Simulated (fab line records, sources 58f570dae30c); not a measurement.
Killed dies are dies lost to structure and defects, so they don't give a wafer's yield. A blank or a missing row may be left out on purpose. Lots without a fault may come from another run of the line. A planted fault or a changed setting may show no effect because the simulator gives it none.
Problem report in the 8D (eight disciplines) form, filled by code | flow berkeley_cmos170 | the parts of the form that need people (team, actions taken, sign-off) are left out

1. THE PROBLEM
NWELL_TW at UCB170_NWELL_TW_MEAS_16 reads a mean of 387 on 6 wafers of 2 lots; wafers without a fault read 1239 with a standard deviation of 12. That is -71 standard deviations from the usual mean.
First seen on wafer L375.3, day 6 04:05, on film_metro-01. The record holds 42 wafers of 14 lots with a number at this step. Rule for "out", or "out of limits": more than 4 standard deviations from the usual mean. The other wafers with a number count as sound.

2. WHAT IT IS AND WHAT IT IS NOT
question                    | is                     | is not
which readings at this step | NWELL_TW               | -
which lots                  | L375, L379             | L357, L358, L360, L361, L364, L365, L366, L367, L368, L369, L370, L373
which wafers of those lots  | all that have a number | -
read on which gauges        | film_metro-01          | film_metro-02, film_metro-04
when                        | from day 6 04:05       | up to then (36 sound wafers)

3. SUSPECTS, AND WHAT RULES EACH OUT
Counting: a tool at a process step up to the reading stays a suspect if it ran every lot that is out and no sound lot after the first of them.
- the gauge at UCB170_NWELL_TW_MEAS_16: kept. All the wafers that are out were read on film_metro-01, and no step on other tools shows them out.
- litho_track-02 at UCB170_NWELL_DEVELOP_11 (develop time 45 s): kept. It ran every lot that is out, first L375 (day 6 03:00), and no sound lot after that; its last sound lot up to then is L365 (day 4 04:00).
Left after counting: litho_track-02 at UCB170_NWELL_DEVELOP_11, film_metro-01 at UCB170_NWELL_TW_MEAS_16.

4. THE CAUSE (what the simulator had put in)
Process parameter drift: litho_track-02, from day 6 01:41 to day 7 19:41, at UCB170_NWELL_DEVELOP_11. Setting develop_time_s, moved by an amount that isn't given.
Counting left 2 suspects, and this tool is among them.

5. THE CHAIN OF EFFECTS, in route order
Each row: a reading whose mean over the struck wafers that have a number lies more than 3 standard deviations from the usual. Only readings for which the record gives a usual standard deviation are gone through. hours: the time from each lot's start at the first step in this table that gives one to its start at this step, as a median over the lots. sigmas: the change in usual standard deviations.
hours | step                    | reading  | usual | on struck wafers | change | sigmas
0     | UCB170_NWELL_TW_MEAS_16 | NWELL_TW | 1239  | 387              | -852   | -71

6. WHAT WOULD HAVE CAUGHT IT SOONER
In this record the first reading out of limits at a measuring or inspecting step was taken at day 6 04:05, 2 hours after the fault began at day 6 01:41.
Of the lots that are out (2), L379 began UCB170_NWELL_DEVELOP_11 on litho_track-02 after day 6 04:05. A hold on the tool at that time would have spared it.
